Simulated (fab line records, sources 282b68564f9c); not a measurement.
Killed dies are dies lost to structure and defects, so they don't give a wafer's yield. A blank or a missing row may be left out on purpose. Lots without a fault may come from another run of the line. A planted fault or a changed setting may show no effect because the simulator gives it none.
One fault seen from 2 desks | flow rit_cmos | each desk has only its own numbers; what lay behind them comes last

THE TOOL OWNER'S DESK: litho_track-01
The tool's own readings at RIT_NSD_COAT_01 (resist thk 1000 nm): means of the sampled wafers that have a number, for each lot that ran on this tool. A lot is out of limits, marked OUT, if its mean lies more than 4 standard deviations from the usual mean; the brackets give that distance.
Columns: A = spin_speed_rpm at RIT_NSD_COAT_01, usual 3250.3 rpm
lot  | first seen here | A
L539 | day 3 10:37     | 3249.3
L551 | day 5 20:59     | 3372.7 (+58) OUT
L553 | day 6 06:55     | 3375.9 (+60) OUT
This desk's finding: out of limits on L551, L553; first on L551, day 5 20:59 (spin_speed_rpm at RIT_NSD_COAT_01). In limits: L539.

THE METROLOGY DESK
What the gauges read, lot by lot, whatever tool the lot ran on: means of the sampled wafers that have a number. A lot is out of limits, marked OUT, if its mean lies more than 4 standard deviations from the usual mean; the brackets give that distance.
Columns: A = PLDD_OVL at RIT_PLDD_OVL_MEAS_06, usual 0.2 nm; B = PLDD_TW at RIT_PLDD_TW_MEAS_10, usual 2365; C = SPACER_NITRIDE_THK at RIT_SPACER_THK_MEAS_04, usual 250.5 nm; D = NSD_OVL at RIT_NSD_OVL_MEAS_06, usual 0.2 nm
lot  | first seen here | A    | B    | C     | D
L539 | day 3 07:10     | 0.0  | 2357 | 251.2 | -0.8
L542 | day 3 22:08     | -0.3 | 2358 | 250.3 | -0.3
L551 | day 5 17:44     | 0.0  | 2373 | 254.2 | -0.0
L552 | day 5 20:59     | 1.5  | 2385 | 249.7 | 0.6
L553 | day 6 03:40     | -0.8 | 2376 | 251.7 | -2.0
L554 | day 6 07:51     | 0.7  | 2356 | 249.8 | 2.9
This desk's finding: nothing out of limits on any of the 6 lots.

PUT TOGETHER
The tool owner's desk could have raised an alarm at day 5 20:59, on L551, L553.
The metrology desk saw nothing out of limits.
The metrology desk has L551, L553 on record, within its limits.
Of the lots named, all ran RIT_NSD_COAT_01 on litho_track-01.

WHAT THE SIMULATOR HAD PUT IN
Process parameter drift: litho_track-01, from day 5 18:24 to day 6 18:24, at RIT_NSD_COAT_01. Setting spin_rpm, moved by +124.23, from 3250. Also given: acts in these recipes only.
Lots struck among those shown: L551, L553.
Hours from the fault's start to each desk's first reading out of limits: the tool owner's desk, 3.
